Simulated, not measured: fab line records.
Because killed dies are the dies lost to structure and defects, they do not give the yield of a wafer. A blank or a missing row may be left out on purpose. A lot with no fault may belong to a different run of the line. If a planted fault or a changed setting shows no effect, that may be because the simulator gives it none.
A struck lot beside a sound one | flow ritCmos | 5 out of 202 route steps
Sound: these wafers, L373.1, L373.2, L373.5. Struck: wafers L387.2, L387.3, L387.5. The cause comes at the end.
For every step that has rows: the tool of each side, followed by ch and its chambers, followed by its first start. Under that, the readings that differ: sound wafers | struck wafers | difference of the means | sigmas: that difference in standard deviations of wafers without a fault.
alike: readings with means less than 2 such deviations apart, plus words and numbers identical on both sides. not compared: withheld readings, readings lacking a value on some wafer, bounds such as >300 that could conceal the same value, and numbers that have no deviation in the record and whose values overlap.
The two part at a step that has a row with sigmas, a row that says differs or no value, or rows on one side only. Numbers that have no deviation but don't overlap get no sigmas and don't part them. Lack of a reading on every wafer of one side parts them only where that side has two or more wafers.

RIT_ACTIVE_BOW_MEAS_00:
  sound: filmMetro-02 at day 1 15:00; struck: filmMetro-03 at day 4 13:01
  alike: INCOMING_BOW
then, 1 step without rows for these wafers: RIT_ACTIVE_OXIDATION_01 (target thk 46.8 nm, ox time 3360 s).
RIT_ACTIVE_THK_MEAS_02:
  sound: filmMetro-03 at day 1 17:38; struck: filmMetro-03 at day 4 16:58
  alike: ACTIVE_OXIDE_THK
RIT_ACTIVE_CVD_03: deposits Si3N4 from SiH2Cl2/NH3, target thk 150 nm, time 1500 s.
  sound on lpcvd-02 ch 0, day 1 18:07; struck on lpcvd-01 ch 1, day 4 17:01
  no value came back on the struck wafers for nh3FlowSccm (sccm), pressureMtorr (mTorr), spikeTcCentreC (C), zonePowerCentrePct (%); on the sound wafers nh3FlowSccm (sccm) reads 149.3 150.4 149.8
RIT_M1_PROBE_99:
  the record has rows for the sound wafers here (prober-02, day 3 21:07) and none for the struck ones

## WHERE THEY PART
Last at RIT_M1_PROBE_99 as far as this record goes, first at RIT_ACTIVE_CVD_03.

WHY: what the simulator had put in
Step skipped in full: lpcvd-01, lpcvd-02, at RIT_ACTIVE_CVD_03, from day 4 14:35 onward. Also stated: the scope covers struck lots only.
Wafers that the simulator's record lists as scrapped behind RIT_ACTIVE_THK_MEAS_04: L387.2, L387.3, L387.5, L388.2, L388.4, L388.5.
